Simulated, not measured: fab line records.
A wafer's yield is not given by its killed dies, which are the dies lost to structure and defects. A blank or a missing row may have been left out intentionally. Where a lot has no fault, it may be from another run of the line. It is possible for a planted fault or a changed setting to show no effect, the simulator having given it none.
The tool behind it: which one? -- flow berkeley_cmos170 -- 11 lots, 33 wafers sampled, at 3 steps of a route of 331

## WHAT THE GAUGES READ, wafer by wafer
UCB170_V2_THK_MEAS_01.
lot,measured,on,V2_TEOS_THK (nm)
L211,day 8 19:23,film_metro-01,2015 1997 2026
L212,day 8 22:03,film_metro-01,2002 1997 2023
L213,day 9 01:34,film_metro-04,1979 1988 2010
L214,day 9 04:37,film_metro-04,1985 1983 2027
L224,day 11 14:11,film_metro-01,1948 1902 1943
L226,day 12 09:39,film_metro-04,1930 1949 1931
L230,day 13 00:45,film_metro-03,2005 2002 2007
L228,day 13 06:38,film_metro-01,1994 1988 2026
L229,day 13 07:07,film_metro-03,2003 1991 2017
L232,day 13 07:49,film_metro-01,1972 1971 1988
L234,day 13 16:16,film_metro-03,1997 1979 2034

UCB170_V2_THK_MEAS_04.
lot,measured,on,V2_POLISHED_THK (nm)
L211,day 8 19:52,film_metro-03,1001.0 1003.4 1001.9
L212,day 8 22:32,film_metro-04,998.9 997.8 999.0
L213,day 9 02:03,film_metro-04,1001.7 1000.1 998.9
L214,day 9 05:05,film_metro-03,1000.6 1001.5 1000.7
L224,day 11 14:40,film_metro-03,935.2 934.9 935.2
L226,day 12 10:08,film_metro-03,934.8 936.2 938.0
L230,day 13 01:14,film_metro-01,999.9 1000.1 1000.5
L228,day 13 07:07,film_metro-04,1000.4 999.3 998.1
L229,day 13 07:36,film_metro-04,999.2 1001.0 1001.1
L232,day 13 08:18,film_metro-04,1000.2 999.7 1000.5
L234,day 13 16:45,film_metro-04,999.9 999.3 998.4

## WHICH TOOL RAN EACH LOT (tool, then ch and the chambers of the sampled wafers, then the start)
lot,UCB170_V2_CVD_00
L211,"pecvd-04 ch 0,1,2, day 8 19:14"
L212,"pecvd-04 ch 0,1,2, day 8 21:53"
L213,"pecvd-01 ch 0,2, day 9 01:23"
L214,"pecvd-02 ch 0,2, day 9 04:28"
L224,"pecvd-04 ch 0,1,2, day 11 14:02"
L226,"pecvd-04 ch 0,1,2, day 12 09:30"
L230,"pecvd-01 ch 0,1,2, day 13 00:36"
L228,"pecvd-02 ch 0,2, day 13 06:28"
L229,"pecvd-01 ch 0,1,2, day 13 06:58"
L232,"pecvd-02 ch 1,2, day 13 07:40"
L234,"pecvd-02 ch 0,1, day 13 16:06"
- UCB170_V2_CVD_00: deposits SiO2 from TEOS/O2, target thk 2000 nm, time 250 s.

## AS READ BY THE TOOLS THEMSELVES (means over the sampled wafers that have a number; for cases with no such wafer, the mark the record gives instead)
UCB170_V2_CVD_00.
lot,tool,heater_power_w (W)
L211,pecvd-04,253
L212,pecvd-04,270
L213,pecvd-01,241
L214,pecvd-02,236
L224,pecvd-04,265
L226,pecvd-04,277
L230,pecvd-01,207
L228,pecvd-02,233
L229,pecvd-01,228
L232,pecvd-02,276
L234,pecvd-02,267

## THE ANSWER, worked out from the rows above alone
Rule: the lots themselves supply what counts as usual. Put in order of their means at a reading, lots are off if they are a third of the lots or fewer, leave a main group of 4 or more, and stand apart from it by a gap of 3 or more times the standard deviation of the main group's means; of several such gaps the widest counts. If all means in a main group match to the digits the tables above print for the reading, that group is not used. A lot without any number at a reading at which 4 lots or more have one is off too. Any other lot the step has rows for is counted as sound. First the gauges in route order, then the tools' own readings, where a lot's mean is used as printed above. At the first step where some lot is off, the reading lying furthest off is the one used; lots without a number count as furthest.
Off: L224, L226, at UCB170_V2_THK_MEAS_01 (V2_TEOS_THK). For the main group the mean is 2000 nm and the standard deviation 9.8.
A tool fits if, at a process step before that reading, it ran every lot that is off, and no sound lot after the first of them. The gauges at UCB170_V2_THK_MEAS_01 aren't tried: what is off there is off at UCB170_V2_THK_MEAS_04 too, on other tools, and a gauge's error can't cause that. One fits: pecvd-04 at UCB170_V2_CVD_00. Its last sound lot is L212 (day 8 21:53), its first lot that is off L224 (day 11 14:02): a fault that began between those two fits.

## WHAT THE SIMULATOR HAD PUT IN
Site profile drift: pecvd-04, from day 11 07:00 on, at UCB170_V2_CVD_00. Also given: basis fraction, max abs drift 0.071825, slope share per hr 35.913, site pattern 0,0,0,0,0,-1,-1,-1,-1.
Lots struck among those shown: L224, L226. The rule above found the same.
